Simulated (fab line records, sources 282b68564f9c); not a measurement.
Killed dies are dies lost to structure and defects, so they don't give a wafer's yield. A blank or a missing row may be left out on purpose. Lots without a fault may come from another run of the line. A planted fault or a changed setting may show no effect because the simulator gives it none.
A struck lot beside a sound one | flow rit_cmos | 12 steps out of a route of 202
Sound: wafers L482.1, L482.2, L482.4. Struck: wafers L474.3, L474.4, L474.5. The cause comes at the end.
At each step with rows: each side's tool, then ch and its chambers, then its first start. Under that, the readings that differ: sound wafers | struck wafers | difference of the means | sigmas: that difference in standard deviations of wafers without a fault.
alike: readings whose means differ by less than 2 such deviations, and words and numbers that are the same on both sides. not compared: withheld readings, readings that some wafer has no value for, bounds like >300 that may hide the same value, and numbers for which the record gives no deviation and whose values overlap.
The two part at a step that has a row with sigmas, a row that says differs or no value, or rows on one side only. Numbers that don't overlap but have no deviation are shown without sigmas and don't part them. A reading that every wafer of one side lacks parts them only if that side has two wafers or more.

RIT_ACTIVE_BOW_MEAS_00:
  sound on film_metro-01, day 5 09:00; struck on film_metro-01, day 3 17:02
  alike: INCOMING_BOW
then, 1 step without rows for these wafers: RIT_ACTIVE_OXIDATION_01 (target thk 46.8 nm, ox time 3360 s).
RIT_ACTIVE_THK_MEAS_02:
  sound on film_metro-02, day 5 11:55; struck on film_metro-03, day 3 19:16
  alike: ACTIVE_OXIDE_THK
then, 1 step without rows for these wafers: RIT_ACTIVE_CVD_03 (deposits Si3N4 from SiH2Cl2/NH3, target thk 150 nm, time 1500 s).
RIT_ACTIVE_THK_MEAS_04:
  sound on film_metro-01, day 5 13:24; struck on film_metro-02, day 3 20:45
  alike: ACTIVE_NITRIDE_THK
then, 5 steps without rows for these wafers: RIT_ACTIVE_HMDS_05 (prime time 60 s); RIT_ACTIVE_COAT_06 (resist thk 1000 nm); RIT_ACTIVE_SOFTBAKE_07 (time 60 s); RIT_ACTIVE_EXPOSE_08 (exposes mask M1, target cd 1400 nm); RIT_ACTIVE_PEB_09.
RIT_ACTIVE_DEVELOP_10: develop time 50 s.
  sound on litho_track-03 ch 0, day 5 14:00; struck on litho_track-03, day 3 21:00
  no value came back on the struck wafers for chill_plate_temp_C (C), develop_time_s (s), resist_line_temp_C (C); on the sound wafers chill_plate_temp_C (C) reads 22.81 22.96 23.00
RIT_ACTIVE_CD_MEAS_11: target cd 1400 nm.
  sound on cd_sem-02, day 5 14:26; struck on cd_sem-02, day 3 21:49
  reading    | sound                | struck | difference                    | sigmas
  cd_nm (nm) | 1401.2 1400.6 1403.4 | - - -  | no value on the struck wafers |

WHERE THEY PART
First at RIT_ACTIVE_DEVELOP_10; last, within this record, at RIT_ACTIVE_CD_MEAS_11.

WHY: what the simulator had put in
Skipped step whole: litho_track-03, from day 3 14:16 on, at RIT_ACTIVE_DEVELOP_10. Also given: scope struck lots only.
